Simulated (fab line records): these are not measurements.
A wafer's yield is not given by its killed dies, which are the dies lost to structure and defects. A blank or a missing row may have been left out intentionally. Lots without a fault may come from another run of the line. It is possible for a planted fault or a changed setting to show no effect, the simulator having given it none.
8D (eight disciplines) problem report, filled in by code | flow rit_cmos | the parts of the form that need people (team, actions taken, sign-off) are left out

## 1. THE ISSUE
Across 2 wafers from 2 lots, SILICIDE_TI_RS at RIT_SILICIDE_RS_MEAS_02 averages 34.5 ohm/sq, while fault-free wafers read 47.9 ohm/sq with a standard deviation of 0.79. Measured from the usual mean, that is -17 standard deviations.
The step: measures by four-point-probe.
Seen first at day 5 10:53 on film_metro-02, wafer L811.3. Wafers with a number at this step in the record: 33, from 11 lots. The rule behind "out" and "out of limits": a value lying over 4 standard deviations away from the usual mean. The other wafers with a number count as sound.

## 2. WHAT IT IS AND WHAT IT IS NOT
question                    | is                           | is not
which readings at this step | SILICIDE_TI_RS               | -
which lots                  | L811, L813                   | L800, L801, L802, L803, L814, L816, L818, L820, L822
which wafers of those lots  | L811.3, L813.1               | L811.5, L811.6, L813.2, L813.6
read on which gauges        | film_metro-02, film_metro-04 | film_metro-01
when                        | from day 5 10:53             | up to then (14 sound wafers); but 17 sound wafers of L813, L814, L816, L818, L820, L822 came after

## 3. SUSPECTS, AND WHAT RULES EACH OUT
Counting: if a tool at a process step up to the reading ran every lot that is out, it stays a suspect. Sound lots after the first of them don't rule it out here, since some wafers of a struck lot are sound.
- the gauge at RIT_SILICIDE_RS_MEAS_02 is ruled out. The wafers that are out were read on 2 gauges (film_metro-02, film_metro-04).
- pvd_sputter-01 at RIT_SILICIDE_SPUTTER_01 (material Ti, target thk 30 nm, time 240 s): kept. It ran every lot that is out, first L811 (day 5 10:41); its last sound lot up to then is L803 (day 4 02:21).
After counting, what remains is pvd_sputter-01 at RIT_SILICIDE_SPUTTER_01.

## 4. THE CAUSE (what the simulator had put in)
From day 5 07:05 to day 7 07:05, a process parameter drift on pvd_sputter-01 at RIT_SILICIDE_SPUTTER_01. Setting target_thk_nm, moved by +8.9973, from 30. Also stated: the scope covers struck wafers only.
The count eliminated every tool but this one.

## 5. THE CHAIN OF EFFECTS, in route order
Each row: a reading whose mean over the struck wafers that have a number lies more than 3 standard deviations from the usual. Only readings whose record carries a usual standard deviation are examined. hours: median over the lots of the time between each lot's start at the first step of this table that gives one and its start at this step. sigmas: the change, counted in usual standard deviations.
hours | step                     | reading         | usual       | on struck wafers | change | sigmas
0     | RIT_SILICIDE_RS_MEAS_02  | SILICIDE_TI_RS  | 47.9 ohm/sq | 34.5             | -13.4  | -17
0     | RIT_SILICIDE_THK_MEAS_03 | SILICIDE_TI_THK | 29.8 nm     | 38.8             | +8.9   | +21

## 6. HOW IT WOULD HAVE BEEN CAUGHT EARLIER
4 hours passed between the start of the fault at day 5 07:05 and the first reading out of limits at a measuring or inspecting step in this record, taken at day 5 10:53.
An alarm limit of 4 standard deviations would not have fired on the tool readings at RIT_SILICIDE_SPUTTER_01 for which the record gives a usual standard deviation, since none of them was out on any struck wafer.
Of the lots that are out (2), L813 began RIT_SILICIDE_SPUTTER_01 on pvd_sputter-01 after day 5 10:53. A hold on the tool at that time would have spared it.
